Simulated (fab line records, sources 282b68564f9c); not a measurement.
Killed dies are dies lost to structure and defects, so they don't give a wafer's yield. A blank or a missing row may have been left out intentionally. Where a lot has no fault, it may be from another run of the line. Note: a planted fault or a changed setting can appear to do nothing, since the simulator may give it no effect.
Problem report, 8D (eight disciplines) form, completed by code	flow ritCmos	the parts of the form that need people (team, actions taken, sign-off) are left out

1. PROBLEM STATEMENT
Wafers without a fault read 1399.7 nm, standard deviation 1.8; cdNm at RIT_ACTIVE_CD_MEAS_11 reads a mean of 1460.5 nm on 9 wafers belonging to 3 lots. Relative to the usual mean, that is a shift of +34 standard deviations.
The step: target cd 1400 nm.
Earliest sighting: wafer L943.2 on cdSem-01 at day 3 14:48. At this step, 42 wafers from 14 lots have a number in the record. Rule for "out" (also "out of limits"): further than 4 standard deviations from the usual mean. The rest of the wafers with a number are treated as sound.

2. WHAT IT IS, WHAT IT ISN'T
question	is	is not
which readings at this step	cdNm	-
which lots	L943, L946, L950	L934, L935, L936, L937, L938, L939, L940, L941, L952, L953, L956
which wafers of those lots	all that have a number	-
read on which gauges	cdSem-01, cdSem-02	-
when	from day 3 14:48	up to then (24 sound wafers); but 9 sound wafers of L952, L953, L956 came after

3. SUSPECTS, AND WHAT RULES EACH OUT
Counting: a tool at a process step up to the reading stays a suspect if it ran every lot that is out and no sound lot after the first of them.
- ruled out: the gauge at RIT_ACTIVE_CD_MEAS_11. The wafers that are out were read on 2 gauges (cdSem-01, cdSem-02).
- ilineStepper-02 at RIT_ACTIVE_EXPOSE_08 (exposes mask M1, target cd 1400 nm): kept. It processed each lot that is out, first L943 at day 3 14:24, and no sound lot thereafter; up to then, the last sound lot it processed was L939 at day 2 16:28. Out on those wafers are its own readings of exposureDoseMJCm2.
The count leaves ilineStepper-02 at RIT_ACTIVE_EXPOSE_08.

4. THE CAUSE (what the simulator had put in)
Process parameter drift: ilineStepper-02, from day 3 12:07 on, at RIT_ACTIVE_EXPOSE_08. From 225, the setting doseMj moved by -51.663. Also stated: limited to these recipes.
Counting left only this tool.

5. SEQUENCE OF EFFECTS, ordered by route
One row per reading whose mean, taken over the struck wafers that have a number, lies over 3 standard deviations from the usual. Scope: only readings with a usual standard deviation given in the record; hours: median across lots of the time from each lot's start at the first step in this table that gives one to its start at this step; sigmas: change in usual standard deviations.
hours	step	reading	usual	on struck wafers	change	sigmas
0	RIT_ACTIVE_EXPOSE_08	exposureDoseMJCm2	224.93	182.93	-42.00	-99 or more
0	RIT_ACTIVE_CD_MEAS_11	cdNm	1399.7 nm	1460.5	+60.8	+34
Here are the process steps it includes:
- RIT_ACTIVE_EXPOSE_08: exposes mask M1, target cd 1400 nm.
Later steps that measure or inspect, where all struck wafers having a row at the step show a number for every such reading and not one has moved that far: RIT_NWELL_OVL_MEAS_06, RIT_NWELL_TW_MEAS_10, RIT_NLDD_OVL_MEAS_06.

6. HOW IT WOULD HAVE BEEN CAUGHT EARLIER
In this record the first reading out of limits at a measuring or inspecting step was taken at day 3 14:48, 3 hours after the fault began at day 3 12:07.
The tool's own readings at RIT_ACTIVE_EXPOSE_08 were out on every struck wafer that the step has a row for (exposureDoseMJCm2): an alarm limit on them would have fired on the first of those.
Of the lots that are out (3), L946, L950 began RIT_ACTIVE_EXPOSE_08 on ilineStepper-02 after day 3 14:48. A hold on the tool at that time would have spared those 2.
